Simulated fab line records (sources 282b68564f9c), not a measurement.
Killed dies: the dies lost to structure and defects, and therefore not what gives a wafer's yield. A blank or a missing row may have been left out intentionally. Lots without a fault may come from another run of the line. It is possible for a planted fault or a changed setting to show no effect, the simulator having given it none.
One fault through the eyes of 2 desks    flow rit_cmos    what lay behind the numbers comes last; until then each desk has only its own

== AT THE TOOL OWNER'S DESK: litho_track-04 ==
The tool's own readings at RIT_PSD_COAT_01 (resist thk 1000 nm): means of the sampled wafers that have a number, for each lot that ran on this tool. If a lot's mean is further than 4 standard deviations from the usual mean, the lot is out of limits and carries the mark OUT (the distance appears in the brackets).
Columns: A = spin_speed_rpm at RIT_PSD_COAT_01, usual 3249.6 rpm
lot   first seen here  A
L135  day 3 03:07      3249.4
L149  day 5 23:14      3944.2 (+99 or more) OUT
L152  day 6 19:07      3942.4 (+99 or more) OUT
Finding of this desk: L149, L152 out of limits; the first was L149 at day 5 23:14, on spin_speed_rpm at RIT_PSD_COAT_01. In limits: L135.

== METROLOGY DESK ==
Lot by lot, what the gauges showed, no matter which tool ran the lot: averages of those sampled wafers that carry a number. If a lot's mean is further than 4 standard deviations from the usual mean, the lot is out of limits and carries the mark OUT (the distance appears in the brackets).
Columns: A = NSD_OVL at RIT_NSD_OVL_MEAS_06, usual 0.6 nm; B = NSD_TW at RIT_NSD_TW_MEAS_10, usual 3173; C = PSD_OVL at RIT_PSD_OVL_MEAS_06, usual -0.1 nm
lot   first seen here  A     B     C
L135  day 3 02:24      -1.1  3159  -0.7
L149  day 5 22:27      -0.2  3190  -1.3
L152  day 6 18:24      0.1   3193  0.1
L154  day 6 22:56      -0.4  3159  1.0
L156  day 7 14:07      0.9   3176  -0.8
L157  day 7 18:22      1.8   3189  0.9
Result from this desk: across the 6 lots, nothing is out of limits.

== TAKEN TOGETHER ==
The tool owner's desk could have raised an alarm at day 5 23:14, on L149, L152.
At the metrology desk, nothing out of limits was observed.
The metrology desk has L149, L152 on record, within its limits.
RIT_PSD_COAT_01 was run on litho_track-04 by each of the lots named.

== WHAT THE SIMULATOR PUT IN ==
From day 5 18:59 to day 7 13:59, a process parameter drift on litho_track-04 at RIT_PSD_COAT_01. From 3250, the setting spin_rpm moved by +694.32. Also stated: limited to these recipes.
Shown lots that were struck: L149, L152.
Delay in hours, fault start to first out-of-limits reading, by desk: the tool owner's desk at 4.
